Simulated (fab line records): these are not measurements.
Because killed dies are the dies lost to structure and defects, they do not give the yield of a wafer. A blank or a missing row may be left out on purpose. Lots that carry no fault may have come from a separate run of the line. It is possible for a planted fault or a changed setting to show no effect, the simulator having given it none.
What tool caused it? | flow ritCmos | 13 lots, 39 wafers sampled, at 2 steps of a route of 202

## WHAT THE GAUGES SHOWED, per wafer
RIT_GATE_CD_MEAS_16: the cd target is 150 nm. Usual: cdNm 149.3 nm, standard deviation 2.1.
lot  | measured    | on       | cdNm (nm)         | flag
L172 | day 2 15:07 | cdSem-02 | 151.6 152.2 151.2 | 
L173 | day 2 22:21 | cdSem-02 | 146.3 147.5 147.0 | 
L174 | day 3 04:08 | cdSem-01 | 148.0 150.2 148.6 | 
L175 | day 3 07:38 | cdSem-01 | 152.2 149.6 149.5 | 
L177 | day 3 18:14 | cdSem-01 | 149.4 145.3 146.7 | 
L178 | day 3 23:14 | cdSem-01 | 148.6 148.4 145.3 | 
L180 | day 4 12:09 | cdSem-01 | 145.9 147.8 147.7 | 
L182 | day 4 20:34 | cdSem-02 | 129.0 129.7 130.1 | OFF
L183 | day 5 03:01 | cdSem-02 | 147.8 149.3 147.8 | 
L185 | day 5 10:41 | cdSem-02 | 153.7 152.7 153.7 | 
L192 | day 6 21:51 | cdSem-02 | 148.6 149.8 148.9 | 
L193 | day 6 23:08 | cdSem-01 | 146.3 147.3 149.1 | 
L195 | day 7 12:05 | cdSem-01 | 148.2 147.3 147.1 | 

## EACH LOT AND THE TOOL THAT RAN IT (in order: tool; ch and the chambers of the sampled wafers; start)
lot  | RIT_GATE_EXPOSE_13
L172 | ilineStepper-01 ch 0, day 2 14:43
L173 | ilineStepper-02 ch 0, day 2 21:57
L174 | ilineStepper-02 ch 0, day 3 03:42
L175 | ilineStepper-01 ch 0, day 3 07:14
L177 | ilineStepper-01 ch 0, day 3 17:50
L178 | ilineStepper-01 ch 0, day 3 22:50
L180 | ilineStepper-02 ch 0, day 4 11:43
L182 | ilineStepper-01 ch 0, day 4 20:10
L183 | ilineStepper-01 ch 0, day 5 02:37
L185 | ilineStepper-01 ch 0, day 5 10:17
L192 | ilineStepper-02 ch 0, day 6 21:27
L193 | ilineStepper-02 ch 0, day 6 22:44
L195 | ilineStepper-02 ch 0, day 7 11:41
- RIT_GATE_EXPOSE_13: exposes mask M6, target cd 150 nm.

## WHAT THE TOOLS THEMSELVES READ (means of the sampled wafers that have a number; where no wafer has one, the mark that the record gives instead)
The record holds no such reading with a usual standard deviation.

## THE ANSWER, worked out from the rows above alone
Rule: lot off if the mean of its wafers having a number is beyond 3 standard deviations from the usual mean. A lot without any number at a reading at which 4 lots or more have one is off too. All remaining lots with rows at the step are treated as sound. First the gauges in route order, then the tools' own readings, where a lot's mean is used as printed above. The first step at which some lot is off is used, and at that step the reading that is off furthest; a lot without a number counts as furthest.
Off: L182, at RIT_GATE_CD_MEAS_16 (cdNm).
If a tool, at a process step before that reading, ran all the lots that are off and no sound lot after the first of them, it fits. Those tools and the gauges at RIT_GATE_CD_MEAS_16 are tried in the same way. Of those tried, none fits.

## WHAT HAD BEEN PUT IN BY THE SIMULATOR
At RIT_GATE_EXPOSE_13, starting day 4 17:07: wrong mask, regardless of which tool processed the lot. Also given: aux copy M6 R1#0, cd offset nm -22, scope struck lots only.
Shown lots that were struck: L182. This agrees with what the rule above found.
